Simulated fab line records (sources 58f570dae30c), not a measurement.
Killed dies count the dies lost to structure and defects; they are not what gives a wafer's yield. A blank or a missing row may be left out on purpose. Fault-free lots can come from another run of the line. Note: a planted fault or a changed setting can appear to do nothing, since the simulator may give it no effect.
2 desks looking at one fault :: flow berkeley_cmos170 :: every desk sees just its own numbers, and what lay behind them comes last

## THE TOOL OWNER'S DESK: implanter-03
UCB170_PLDD_IMPLANT_09, tool's own readings: per-lot mean of the sampled wafers with a number, covering each lot this tool ran. Any lot whose mean is over 4 standard deviations away from the usual mean is out of limits and marked OUT; that distance is given in the brackets.
Columns: A = beam_energy_keV at UCB170_PLDD_IMPLANT_09, usual 9.9995
lot: L328
first seen here: day 9 01:08
A: 9.9972

lot: L332
first seen here: day 10 05:37
A: 9.7844 (-80) OUT

lot: L335
first seen here: day 10 15:23
A: 9.7853 (-79) OUT
Finding of this desk: L332, L335 out of limits; the first was L332 at day 10 05:37, on beam_energy_keV at UCB170_PLDD_IMPLANT_09. Within limits: L328.

## METROLOGY DESK
Lot by lot, what the gauges showed, no matter which tool ran the lot: averages of those sampled wafers that carry a number. Any lot whose mean is over 4 standard deviations away from the usual mean is out of limits and marked OUT; that distance is given in the brackets.
Columns: A = cd_nm at UCB170_GATE_CD_MEAS_90, usual 350.4 nm; B = cd_nm at UCB170_PLDD_CD_MEAS_06, usual 1199.5 nm; C = PLDD_OVL at UCB170_PLDD_OVL_MEAS_07, usual 0 nm
lot: L324
first seen here: day 8 00:50
A: 352.1
B: 1200.3
C: -4

lot: L328
first seen here: day 8 23:25
A: 350.5
B: 1201.2
C: 2

lot: L332
first seen here: day 10 02:09
A: 350.6
B: 1199.2
C: -4

lot: L336
first seen here: day 10 10:59
A: 347.9
B: 1199.7
C: -3

lot: L335
first seen here: day 10 11:10
A: 349.9
B: 1199.8
C: -2

lot: L338
first seen here: day 10 23:01
A: 350.8
B: 1198.4
C: -0
Finding of this desk: none of the 6 lots has anything out of limits.

## BROUGHT TOGETHER
On L332, L335, at day 10 05:37, an alarm was possible from the tool owner's desk.
At the metrology desk, nothing out of limits was observed.
The metrology desk holds a record of L332, L335, inside its limits.
Every lot named ran UCB170_PLDD_IMPLANT_09 on implanter-03.

## WHAT HAD BEEN PUT IN BY THE SIMULATOR
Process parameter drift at UCB170_PLDD_IMPLANT_09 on implanter-03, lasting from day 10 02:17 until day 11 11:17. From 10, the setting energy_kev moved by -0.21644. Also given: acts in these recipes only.
Shown lots that were struck: L332, L335.
Each desk's first reading out of limits, in hours after the fault started: the tool owner's desk, 3.
